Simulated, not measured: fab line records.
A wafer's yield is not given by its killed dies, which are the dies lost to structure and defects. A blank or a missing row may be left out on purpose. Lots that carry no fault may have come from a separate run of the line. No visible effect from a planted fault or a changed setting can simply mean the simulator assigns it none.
Which tool was responsible? ; flow berkeley_cmos170 ; 42 wafers sampled from 14 lots at 1 step of a route of 331

WHAT THE GAUGES SHOWED, per wafer
UCB170_PLDD_CD_MEAS_06: the cd target is 1200 nm. Usual: 1199.9 nm for cd_nm, sd 1.3.
lot;measured;on;cd_nm (nm);flag
L392;day 7 08:16;cd_sem-01;1196.9 1197.9 1198.3;
L394;day 7 20:05;cd_sem-01;1199.1 1198.4 1200.7;
L396;day 7 20:33;cd_sem-02;1201.0 1202.2 1200.7;
L395;day 7 20:55;cd_sem-01;1199.3 1198.6 1198.8;
L400;day 8 23:21;cd_sem-02;1198.3 1199.4 1200.6;
L401;day 9 08:58;cd_sem-02;1199.1 1199.4 1199.6;
L404;day 9 09:05;cd_sem-02;1199.9 1200.5 1199.6;
L407;day 9 21:24;cd_sem-01;1199.0 1199.3 1199.1;
L409;day 11 03:02;cd_sem-02;1201.2 1203.3 1203.3;
L411;day 11 03:38;cd_sem-02;1198.9 1198.9 1199.3;
L412;day 11 03:53;cd_sem-01;1199.8 1200.0 1199.8;
L413;day 11 14:03;cd_sem-01;1199.0 1199.9 1199.8;
L414;day 11 14:13;cd_sem-01;1201.2 1201.5 1200.6;
L410;day 11 14:20;cd_sem-01;1199.6 1200.9 1201.3;

WHAT TOOL EACH LOT RAN ON (gives the tool, then ch and the chambers of the sampled wafers, and finally the start)
No process step before these readings appears in the record.

WHAT THE TOOLS THEMSELVES READ (means of the sampled wafers that have a number; where no wafer has one, the mark that the record gives instead)
The record holds no such reading with a usual standard deviation.

THE ANSWER, worked out from the rows above alone
Rule: a lot counts as off when the mean over its wafers that have a number is more than 3 standard deviations away from the usual mean. Also off: a lot with no number at a reading for which 4 or more lots have one. Where the step has rows for the other lots, those lots are counted as sound. The gauges are gone through in route order, then the tools' own readings, and for those a lot's mean is taken as printed above. The first step at which some lot is off is used, and at that step the reading that is off furthest; a lot without a number counts as furthest.
No lot is off on any of the readings shown, so nothing can be concluded from this.

WHAT THE SIMULATOR HAD INSERTED
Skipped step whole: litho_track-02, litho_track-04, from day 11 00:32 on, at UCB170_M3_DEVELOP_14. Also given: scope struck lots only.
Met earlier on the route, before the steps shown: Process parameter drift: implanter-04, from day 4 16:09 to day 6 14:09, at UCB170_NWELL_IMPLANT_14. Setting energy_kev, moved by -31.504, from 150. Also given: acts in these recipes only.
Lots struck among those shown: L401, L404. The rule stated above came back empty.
